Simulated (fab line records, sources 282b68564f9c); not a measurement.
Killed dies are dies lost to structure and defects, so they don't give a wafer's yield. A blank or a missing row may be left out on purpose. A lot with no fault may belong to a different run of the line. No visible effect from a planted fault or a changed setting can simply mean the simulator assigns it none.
fab line records ; flow rit_cmos
record: lots: 14; wafers: 42; last_day: 7
route steps=202 shown NRETRO@61
lots that met no fault: from a run of the same line without faults
start_h: the number of hours between the record's first day and the start of the first shown wafer of the lot ; wait_h: time in hours since the lot's previous step ; " same as the row above ; L1.1+2: one row covering several wafers at once ; - no value present, or no start provided ; * or withheld: withheld ; < > ~ a bound
route shown NAME@n: names a module that has steps shown in the file, with the first one's number in the route ; usual: the fault-free wafers' mean and standard deviation ; same: alike in all rows ; chamber/n: place in a boat ; sites: the reading at each site ; _std_site: their standard deviation ; _edge_site: the outer-site mean with the inner-site mean subtracted ; radius_mm: for every site, how far away it sits from the centre of the wafer ; mask NAME#n: copy n ; behind: the tool/chamber that last shaped the wafer ; hold: why the lot was held/for how many hours/how that ended ; device: transistor that didn't switch, given as n, p or np ; end of line: the same wafers' tests at the end of the route ; a step given without rows: its recipe and nothing more ; killed: dies lost to structure and defects at the first sort, not the wafer's yield ; map: a wafer's dies, marking killed ones x, the rest . and places with no die _
set.NAME: the setting as run; set.NAME@STEP: as run at that earlier step ; model.NAME: the simulator's own value behind a step, which no gauge read
the route's steps for a sample of lots (tables are steps, rows are wafers)
services: a tool's chamber out of use, with start hour (start_h, from the record's first day; less than 0 if before it), hours out, and reason
== steps ==
step: RIT_NRETRO_IMPLANT_08
recipe: species: P; energy_kev: 70; dose_cm2: 1e+13; tilt_deg: 7
usual: dose_ions_cm2: 1.0001e+13/8.9e+09; faraday_current_uA: 31.7/0.58
same: implant_ion_amu: 31
lot.wafer;tool;chamber;start_h;wait_h;dose_ions_cm2;faraday_current_uA
L789.2;implanter-02;0;30.16;0.2;9.989e+12;31.6
L789.4;implanter-02;0;30.16;0.2;9.999e+12;30.4
L789.5;implanter-02;0;30.16;0.2;9.985e+12;32.4
L790.1;implanter-03;0;35.15;0.2;9.999e+12;31.7
L790.4;implanter-03;0;35.15;0.2;1.0006e+13;32.4
L790.6;implanter-03;0;35.15;0.2;1.0003e+13;31.8
L791.1;implanter-04;0;43.06;0.2;9.999e+12;32.1
L791.3;implanter-04;0;43.06;0.2;1.0014e+13;31.0
L791.5;implanter-04;0;43.06;0.2;1.0016e+13;32.3
L792.2;implanter-04;0;48.17;0.2;1e+13;32.3
L792.3;implanter-04;0;48.17;0.2;1.0003e+13;31.9
L792.6;implanter-04;0;48.17;0.2;1.0008e+13;30.8
L793.4;implanter-04;0;51.91;0.2;1.4052e+13;45.9
L793.5;implanter-04;0;51.91;0.2;1.4043e+13;45.4
L793.6;implanter-04;0;51.91;0.2;1.4045e+13;44.6
L796.1;implanter-04;0;70.43;0.2;1.4054e+13;45.7
L796.3;implanter-04;0;70.43;0.2;1.4067e+13;44.0
L796.6;implanter-04;0;70.43;0.2;1.406e+13;43.8
L797.2;implanter-02;0;75.07;0.2;9.997e+12;31.7
L797.5;implanter-02;0;75.07;0.2;1.0004e+13;31.9
L797.6;implanter-02;0;75.07;0.2;9.996e+12;31.9
L802.1;implanter-03;0;95.58;0.2;9.994e+12;32.0
L802.2;implanter-03;0;95.58;0.2;9.979e+12;30.9
L802.6;implanter-03;0;95.58;0.2;9.997e+12;31.3
L803.1;implanter-02;0;100.72;0.2;1.0006e+13;31.0
L803.3;implanter-02;0;100.72;0.2;9.999e+12;31.9
L803.4;implanter-02;0;100.72;0.2;1.0004e+13;31.4
L806.2;implanter-02;0;117.09;0.2;9.989e+12;32.5
L806.4;implanter-02;0;117.09;0.2;9.998e+12;31.4
L806.5;implanter-02;0;117.09;0.2;9.99e+12;31.9
L808.2;implanter-03;0;128.84;0.2;1.0009e+13;31.6
L808.3;implanter-03;0;128.84;0.2;9.993e+12;31.5
L808.4;implanter-03;0;128.84;0.2;1.0006e+13;31.3
L810.2;implanter-03;0;135.02;0.2;1.0006e+13;30.8
L810.5;implanter-03;0;135.02;0.2;1.0013e+13;31.2
L810.6;implanter-03;0;135.02;0.2;1.0004e+13;31.5
L811.1;implanter-04;0;140.33;0.2;1.0007e+13;31.5
L811.2;implanter-04;0;140.33;0.2;1.0011e+13;32.0
L811.6;implanter-04;0;140.33;0.2;1.0003e+13;31.4
L812.2;implanter-02;0;148.53;0.2;9.994e+12;31.8
L812.3;implanter-02;0;148.53;0.2;9.987e+12;31.3
L812.4;implanter-02;0;148.53;0.2;1.0007e+13;32.6
step: RIT_NRETRO_TW_MEAS_10
usual: NRETRO_TW: 1053/6.5
lot.wafer;tool;chamber;start_h;wait_h;hold;NRETRO_TW
L789.2;film_metro-02;-;30.47;0.1;-;1053
L789.4;film_metro-02;-;30.47;0.1;-;1049
L789.5;film_metro-02;-;30.47;0.1;-;1047
L790.1;film_metro-03;-;35.48;0.1;-;1037
L790.4;film_metro-03;-;35.48;0.1;-;1046
L790.6;film_metro-03;-;35.48;0.1;-;1049
L791.1;film_metro-03;-;43.38;0.1;-;1041
L791.3;film_metro-03;-;43.38;0.1;-;1048
L791.5;film_metro-03;-;43.38;0.1;-;1046
L792.2;film_metro-03;-;48.48;0.1;-;1042
L792.3;film_metro-03;-;48.48;0.1;-;1041
L792.6;film_metro-03;-;48.48;0.1;-;1043
L793.4;film_metro-04;-;52.19;0.1;await_dispo/0.2h/release;1176
L793.5;film_metro-04;-;52.19;0.1;await_dispo/0.2h/release;1177
L793.6;film_metro-04;-;52.19;0.1;await_dispo/0.2h/release;1181
L793.4;film_metro-04;-;52.42;0.2;-;1187
L793.5;film_metro-04;-;52.42;0.2;-;1173
L793.6;film_metro-04;-;52.42;0.2;-;1177
L796.1;film_metro-04;-;70.75;0.1;await_dispo/0.2h/release;1177
L796.3;film_metro-04;-;70.75;0.1;await_dispo/0.2h/release;1175
L796.6;film_metro-04;-;70.75;0.1;await_dispo/0.2h/release;1178
L796.1;film_metro-04;-;70.98;0.2;-;1171
L796.3;film_metro-04;-;70.98;0.2;-;1170
L796.6;film_metro-04;-;70.98;0.2;-;1178
L797.2;film_metro-03;-;75.38;0.1;-;1043
L797.5;film_metro-03;-;75.38;0.1;-;1036
L797.6;film_metro-03;-;75.38;0.1;-;1038
L802.1;film_metro-04;-;95.90;0.1;-;1060
L802.2;film_metro-04;-;95.90;0.1;-;1059
L802.6;film_metro-04;-;95.90;0.1;-;1056
L803.1;film_metro-03;-;101.05;0.1;-;1048
L803.3;film_metro-03;-;101.05;0.1;-;1046
L803.4;film_metro-03;-;101.05;0.1;-;1048
L806.2;film_metro-04;-;117.40;0.1;-;1051
L806.4;film_metro-04;-;117.40;0.1;-;1047
L806.5;film_metro-04;-;117.40;0.1;-;1050
L808.2;film_metro-04;-;129.15;0.1;-;1063
L808.3;film_metro-04;-;129.15;0.1;-;1064
L808.4;film_metro-04;-;129.15;0.1;-;1056
L810.2;film_metro-03;-;135.33;0.1;-;1046
L810.5;film_metro-03;-;135.33;0.1;-;1049
L810.6;film_metro-03;-;135.33;0.1;-;1055
L811.1;film_metro-04;-;140.66;0.1;-;1060
L811.2;film_metro-04;-;140.66;0.1;-;1056
L811.6;film_metro-04;-;140.66;0.1;-;1053
L812.2;film_metro-04;-;148.84;0.1;-;1061
L812.3;film_metro-04;-;148.84;0.1;-;1059
L812.4;film_metro-04;-;148.84;0.1;-;1070
== services ==
tool;chamber;start_h;hours;kind
implanter-03;-;67.24;5.5;repair
implanter-04;-;72.57;1.8;repair
implanter-04;-;81.14;3.6;pm
implanter-02;-;128.18;0.7;repair
implanter-04;-;132.80;1.8;repair
== key ==
first_sign: step: RIT_NRETRO_IMPLANT_08; reading: dose_ions_cm2; direction: up; sigmas: 99+; usual: 1.0001e+13; struck: 1.4053e+13
effect: step: RIT_NRETRO_IMPLANT_08; reading: faraday_current_uA; direction: up; sigmas: 23; usual: 31.7; struck: 44.9
effect: step: RIT_NRETRO_TW_MEAS_10; reading: visit; direction: added
effect: step: RIT_NRETRO_TW_MEAS_10; reading: NRETRO_TW; direction: up; sigmas: 19; usual: 1053; struck: 1177
met_at RIT_NRETRO_IMPLANT_08
struck_lots L793,L796
rows_end L796.6
sort_left_out L796.1,L796.3
tester_left_out L793,L796
onset_between 48.17 51.91
fault: kind: process_parameter_drift; tool: implanter-04; chamber: -; onset_h: 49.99; steps: RIT_NRETRO_IMPLANT_08; channel: dose_cm2; offset: 4.057e+12; shape: step; end_h: 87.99; acts_in: these_recipes_only; stated: 1e+13
tester_left_out: of these lots the tester's yield and bins aren't shown, on N5 and GAA mostly nor the transistor test; their killed dies are dies lost to structure and defects alone, not to doping, threshold or leakage, so they don't give the yield
sort_left_out: the simulated sort isn't trusted on such a fault, so these wafers' sort isn't shown, and their yield isn't known
rows_end: these wafers met a further fault down the route, and their rows from its step on are left out
